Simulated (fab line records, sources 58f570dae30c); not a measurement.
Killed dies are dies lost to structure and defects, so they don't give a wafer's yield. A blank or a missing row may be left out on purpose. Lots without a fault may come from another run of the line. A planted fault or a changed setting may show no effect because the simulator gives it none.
A struck lot beside a sound one | flow berkeley_cmos170 | 15 steps out of a route of 331
Sound: wafers L191.4, L191.5, L191.6. Struck: wafers L204.1, L204.4, L204.5. The cause comes at the end.
At each step with rows: each side's tool, then ch and its chambers, then its first start. Under that, the readings that differ: sound wafers | struck wafers | difference of the means | sigmas: that difference in standard deviations of wafers without a fault.
alike: readings whose means differ by less than 2 such deviations, and words and numbers that are the same on both sides. not compared: withheld readings, readings that some wafer has no value for, bounds like >300 that may hide the same value, and numbers for which the record gives no deviation and whose values overlap.
The two part at a step that has a row with sigmas, a row that says differs or no value, or rows on one side only. Numbers that don't overlap but have no deviation are shown without sigmas and don't part them. A reading that every wafer of one side lacks parts them only if that side has two wafers or more.

first, 2 steps without rows for these wafers: UCB170_GATE_ANNEAL_03 (time 1800 s); UCB170_GATE_CVD_04 (deposits poly-Si from SiH4, time 1440 s, target thk 214 nm).
UCB170_GATE_THK_MEAS_05:
  sound on film_metro-01, day 7 04:19; struck on film_metro-01, day 9 19:08
  alike: GATE_POLY_THK
then, 6 steps without rows for these wafers: UCB170_GATE_COAT_06; UCB170_GATE_COAT_07 (resist thk 900 nm); UCB170_GATE_SOFTBAKE_08 (time 60 s); UCB170_GATE_EXPOSE_09 (exposes mask POLY, target cd 350 nm); UCB170_GATE_PEB_10; UCB170_GATE_DEVELOP_11 (develop time 45 s).
UCB170_GATE_CD_MEAS_12: target cd 350 nm.
  sound on cd_sem-01, day 7 05:48; struck on cd_sem-02, day 9 20:08
  reading    | sound             | struck            | difference | sigmas
  cd_nm (nm) | 346.6 347.4 347.9 | 353.0 351.2 351.4 | +4.6       | +3
UCB170_GATE_OVL_MEAS_13:
  sound on overlay-02, day 7 05:53; struck on overlay-01, day 9 20:15
  alike: GATE_OVL
UCB170_GATE_ETCH_14: etches BARC in N2/H2.
  sound on rie_diel-04 ch 2,3, day 7 05:54; struck on rie_diel-04 ch 1,2,3, day 9 20:17
  alike: drypump_motor_current_A, oes_product_au, throttle_valve_pct
UCB170_GATE_ETCH_15: etches poly-Si in HBr/Cl2, stops on SiO2, time 56.3 s, target depth 278.2 nm.
  sound on rie_si-02 ch 0,1,3, day 7 05:56; struck on rie_si-02 ch 0,1,3, day 9 20:19
  reading                                     | sound             | struck            | difference | sigmas
  oes_product_au (a.u.)                       | 0.840 0.833 0.830 | 0.646 0.637 0.664 | -0.185     | -14
  run_length_s (s)                            | 84.5 84.2 85.2    | 114.1 113.9 114.2 | +29.4      | +70
  model.KrF_of_GATE_COAT_07.thk_nm (nm)       | 770 776.4 770.7   | 717.7 721 713.7   | -54.9      |
  model.SiO2_of_GATE_OXIDATION_01.thk_nm (nm) | 6.485 6.738 6.605 | 4.005 4.173 3.91  | -2.580     |
  alike: drypump_motor_current_A, throttle_valve_pct
  not compared: rf_hours_counter_h
UCB170_GATE_STRIP_16: strips in O2.
  sound on plasma_asher-02 ch 0,1, day 7 06:01; struck on plasma_asher-02 ch 0,1, day 9 20:22
  alike: drypump_motor_current_A, oes_product_au
  not compared: rf_hours_counter_h
UCB170_M3_PROBE_99:
  sound on prober-01, day 9 00:55; struck on prober-02, day 11 12:21
  reading                               | sound                | struck               | difference | sigmas
  model.etest.pldd.line_ohm_um          | 1845 1886 1864       | 1594 1692 1624       | -228       |
  model.etest.pldd.rs_ohm_sq            | 1128 1138 1120       | 1000 1022 996        | -123       |
  model.etest.nldd.line_ohm_um          | 1271 1287 1257       | 1169 1184 1155       | -102       |
  model.etest.nldd.rs_ohm_sq            | 770 776.4 765.9      | 727.7 738.7 729.2    | -38.9      |
  model.etest.pmos_0p35.isub_log10_a_um | -8.259 -8.229 -8.212 | -8.152 -8.112 -8.107 | +0.110     |
  model.etest.pmos_turned.overlap_ff_um | 0.4049 0.396 0.4053  | 0.4278 0.4172 0.4219 | +0.0202    |
  not compared: model.etest.pmos_0p35.vt_sat_v, model.etest.antenna_poly.vt_shift_v

WHERE THEY PART
First at UCB170_GATE_CD_MEAS_12; last, within this record, at UCB170_GATE_ETCH_15. Later steps at which nothing parts them and some readings are alike: UCB170_GATE_STRIP_16.

WHY: what the simulator had put in
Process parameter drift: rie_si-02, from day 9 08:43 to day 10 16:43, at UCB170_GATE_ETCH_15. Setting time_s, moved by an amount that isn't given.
